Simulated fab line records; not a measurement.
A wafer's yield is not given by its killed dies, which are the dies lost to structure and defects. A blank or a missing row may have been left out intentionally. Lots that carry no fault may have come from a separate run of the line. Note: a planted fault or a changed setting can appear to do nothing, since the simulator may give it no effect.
One fault through the eyes of 2 desks :: flow berkeley-cmos170 :: what lay behind the numbers comes last; until then each desk has only its own

== AT THE TOOL OWNER'S DESK: furnace-04 ==
The tool's own readings at UCB170_FIELD_OXIDATION_01 (target thk 558.3 nm, ox time 7200 s): means of the sampled wafers that have a number, for each lot that ran on this tool. Marked OUT: a lot whose mean sits more than 4 standard deviations from the usual mean, which makes it out of limits; the brackets give that distance.
Columns: A = zone-power-centre-pct at UCB170_FIELD_OXIDATION_01, usual 49.3 %
lot: L569
first seen here: day 6 20:42
A: 48.9

lot: L570
first seen here: day 6 20:42
A: 49.1

lot: L574
first seen here: day 7 19:07
A: 49.1

lot: L575
first seen here: day 7 19:07
A: 48.5
This desk found nothing out of limits on any of the 4 lots.

== THE METROLOGY DESK ==
Means of the sampled wafers that have a number, per lot and without regard to the tool the lot ran on: this is what the gauges read. Marked OUT: a lot whose mean sits more than 4 standard deviations from the usual mean, which makes it out of limits; the brackets give that distance.
Columns: A = INCOMING_BOW at UCB170_START_BOW_MEAS_00, usual -1 um; B = NWELL_NITRIDE_THK at UCB170_NWELL_THK_MEAS_05, usual 224.2 nm; C = FIELD_OXIDE_THK at UCB170_FIELD_THK_MEAS_02, usual 555 nm; D = FIELD_OXIDE_LEFT_1_THK at UCB170_FIELD_THK_MEAS_90, usual 438 nm; E = FIELD_OXIDE_LEFT_2_THK at UCB170_FIELD_THK_MEAS_91, usual 350 nm
lot: L563
first seen here: day 1 10:01
A: 8
B: 222.9
C: 556
D: 441
E: 351

lot: L564
first seen here: day 1 15:00
A: -2
B: 225.9
C: 566
D: 449
E: 361

lot: L565
first seen here: day 1 20:00
A: 5
B: 226.1
C: 550
D: 432
E: 344

lot: L566
first seen here: day 2 01:02
A: -0
B: 224.7
C: 567
D: 452
E: 365

lot: L567
first seen here: day 2 06:02
A: 1
B: 226.3
C: 550
D: 434
E: 346

lot: L568
first seen here: day 2 11:00
A: 0
B: 225.0
C: 558
D: 441
E: 352

lot: L569
first seen here: day 2 16:00
A: 0
B: 224.3
C: 567
D: 450
E: 363

lot: L570
first seen here: day 2 21:01
A: -4
B: 224.7
C: 569
D: 453
E: 364

lot: L571
first seen here: day 3 02:00
A: -3
B: 226.0
C: 561
D: 444
E: 356

lot: L574
first seen here: day 3 17:01
A: -5
B: 226.7
C: 676 (+12) OUT
D: 561 (+11) OUT
E: 473 (+11) OUT

lot: L575
first seen here: day 3 22:01
A: -4
B: 223.4
C: 653 (+9.8) OUT
D: 537 (+9.0) OUT
E: 448 (+8.9) OUT
This desk's result: L574, L575 out of limits, first on L574 (FIELD_OXIDE_THK at UCB170_FIELD_THK_MEAS_02), day 7 22:08. Within limits: L563, L564, L565, L566, L567, L568, L569, L570, L571.

== TAKEN TOGETHER ==
The metrology desk could have raised an alarm at day 7 22:08, on L574, L575.
The desk of the tool owner found nothing out of limits.
On record at the tool owner's desk: L574, L575, within its limits.
The lots listed all ran UCB170_FIELD_OXIDATION_01 on furnace-04.

== WHAT HAD BEEN PUT IN BY THE SIMULATOR ==
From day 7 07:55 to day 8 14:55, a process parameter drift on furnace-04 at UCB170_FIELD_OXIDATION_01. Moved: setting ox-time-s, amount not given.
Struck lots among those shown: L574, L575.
Per desk, hours elapsed from the start of the fault to the first reading out of limits: for the metrology desk, 14.
